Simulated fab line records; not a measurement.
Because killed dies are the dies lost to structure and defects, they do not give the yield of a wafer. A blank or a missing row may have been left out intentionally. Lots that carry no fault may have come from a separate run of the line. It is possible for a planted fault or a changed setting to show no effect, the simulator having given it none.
fab line records	flow ritCmos
record lots=14	wafers=42	lastDay=7
route steps=202 shown ACTIVE@4
lots that met no fault: taken from a fault-free run of the same line
startH: hours from the record's first day to the start of the lot's first wafer shown	waitH: hours elapsed since this lot's preceding step	" as in the row above	L1.1+2: several wafers, shown together as one row	- no value present, or no start provided	* or withheld: withheld	< > ~ a bound
route shown NAME@n: names a module that has steps shown in the file, with the first one's number in the route	usual: mean and standard deviation over wafers with no fault	same: alike in all rows	chamber/n: place in a boat	sites: each site's reading	_std_site: standard deviation across them	_edge_site: the outer-site mean with the inner-site mean subtracted	radiusMm: for every site, how far away it sits from the centre of the wafer	mask NAME#n: copy n	behind: the tool/chamber that last shaped the wafer	hold: the reason the lot was held/the length of the hold in hours/how it ended	device: which transistor (n, p or np) failed to switch	end of line: at the end of the route, the tests of the same wafers	step lacking rows: just its recipe	killed: dies lost to structure and defects at the first sort, not the wafer's yield	map: dies across one wafer; x = killed, . = not, _ = none there
set.NAME: the setting the step ran with; set.NAME@STEP: the setting that earlier step ran with	model.NAME: the simulator's own value behind a step, which no gauge read
route steps across a sampled set of lots; one table per step, one row per wafer
services: when a tool's chamber went out of use (startH, in hours from the record's first day, below 0 if earlier), for how many hours, and the reason
## steps
# step RIT_ACTIVE_CVD_03
# recipe material=Si3N4	targetThkNm=150	tempC=810	precursor=SiH2Cl2/NH3	timeS=1500	pressureMtorr=300	sih2cl2FlowSccm=60	nh3FlowSccm=150
# usual zonePowerSourcePct=20.5/1.5
lot.wafer	tool	chamber	startH	waitH	zonePowerSourcePct
L908.1	lpcvd-02	0	14.12	2.1	22.1
L908.3	"	0	"	"	22.6
L908.4	"	0	"	"	21.8
L909.1	lpcvd-02	1	19.37	2.1	21.8
L909.2	"	1	"	"	21.8
L909.5	"	1	"	"	21.5
L910.1	lpcvd-01	1	22.11	0.1	20.2
L910.3	"	1	"	"	20.0
L910.5	"	1	"	"	20.1
L911.1	lpcvd-01	1	27.11	0.1	20.2
L911.2	"	1	"	"	20.0
L911.6	"	1	"	"	20.0
L912.2	lpcvd-01	0	32.11	0.0	18.0
L912.4	"	0	"	"	17.8
L912.5	"	0	"	"	17.8
L913.2	lpcvd-01	0	37.59	0.3	17.9
L913.3	"	0	"	"	18.2
L913.6	"	0	"	"	18.1
L915.1	lpcvd-02	0	47.11	0.1	22.0
L915.3	"	0	"	"	22.5
L915.5	"	0	"	"	22.4
L916.1	lpcvd-01	1	52.63	0.6	20.5
L916.2	"	1	"	"	20.1
L916.3	"	1	"	"	20.1
L923.1	lpcvd-02	1	87.11	0.1	21.5
L923.2	"	1	"	"	21.6
L923.3	"	1	"	"	21.6
L925.1	lpcvd-02	1	97.11	0.1	22.0
L925.3	"	1	"	"	21.8
L925.4	"	1	"	"	21.7
L928.1	lpcvd-01	1	114.73	0.1	20.0
L928.2	"	1	"	"	20.2
L928.3	"	1	"	"	20.6
L929.2	lpcvd-02	0	118.54	0.0	22.2
L929.4	"	0	"	"	21.8
L929.5	"	0	"	"	22.1
L930.3	lpcvd-01	0	122.64	0.0	17.9
L930.5	"	0	"	"	18.1
L930.6	"	0	"	"	18.0
L931.1	lpcvd-02	0	127.20	0.1	21.9
L931.5	"	0	"	"	22.1
L931.6	"	0	"	"	22.5
# step RIT_ACTIVE_THK_MEAS_04
# recipe reads=Si3N4_of_ACTIVE_CVD_03
# usual ACTIVE_NITRIDE_THK=149.7/1.4
lot.wafer	tool	chamber	startH	waitH	ACTIVE_NITRIDE_THK[nm]
L908.1	filmMetro-01	-	15.54	0.0	151.0
L908.3	"	-	"	"	151.6
L908.4	"	-	"	"	151.7
L909.1	filmMetro-01	-	20.79	0.0	147.0
L909.2	"	-	"	"	146.3
L909.5	"	-	"	"	147.0
L910.1	filmMetro-02	-	23.53	0.0	149.1
L910.3	"	-	"	"	149.9
L910.5	"	-	"	"	148.5
L911.1	filmMetro-04	-	28.53	0.0	149.7
L911.2	"	-	"	"	149.5
L911.6	"	-	"	"	149.8
L912.2	filmMetro-01	-	33.54	0.0	148.0
L912.4	"	-	"	"	149.4
L912.5	"	-	"	"	149.3
L913.2	filmMetro-02	-	39.72	0.0	135.5
L913.3	"	-	"	"	133.5
L913.6	"	-	"	"	134.6
L915.1	filmMetro-04	-	48.53	0.0	147.7
L915.3	"	-	"	"	147.4
L915.5	"	-	"	"	146.8
L916.1	filmMetro-04	-	54.04	0.0	131.9
L916.2	"	-	"	"	131.4
L916.3	"	-	"	"	131.3
L923.1	filmMetro-04	-	88.53	0.0	150.8
L923.2	"	-	"	"	151.0
L923.3	"	-	"	"	151.3
L925.1	filmMetro-01	-	98.53	0.0	147.3
L925.3	"	-	"	"	148.0
L925.4	"	-	"	"	149.2
L928.1	filmMetro-02	-	116.14	0.0	153.2
L928.2	"	-	"	"	153.4
L928.3	"	-	"	"	151.6
L929.2	filmMetro-02	-	119.97	0.0	149.7
L929.4	"	-	"	"	150.0
L929.5	"	-	"	"	149.8
L930.3	filmMetro-01	-	124.07	0.0	151.3
L930.5	"	-	"	"	151.0
L930.6	"	-	"	"	150.3
L931.1	filmMetro-04	-	129.32	0.0	149.0
L931.5	"	-	"	"	150.2
L931.6	"	-	"	"	149.6
## services
tool	chamber	startH	hours	kind
lpcvd-01	-	5.28	14.6	pm
lpcvd-02	-	48.53	14.6	pm
## key
firstSign step=RIT_ACTIVE_THK_MEAS_04	reading=ACTIVE_NITRIDE_THK	direction=down	sigmas=12	usual=149.7	struck=133.0
effect none on later readings
metAt RIT_ACTIVE_CVD_03
struckLots L913,L916
testerLeftOut L913,L916
onsetBetween 32.11 37.59
fault kind=processParameterDrift	tool=lpcvd-01	chamber=-	onsetH=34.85	steps=RIT_ACTIVE_CVD_03	channel=targetThkNm	offset=-16.747	shape=step	endH=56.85	actsIn=theseRecipesOnly	stated=150
# testerLeftOut: of these lots the tester's yield and bins aren't shown, on N5 and GAA mostly nor the transistor test; their killed dies are dies lost to structure and defects alone, not to doping, threshold or leakage, so they don't give the yield
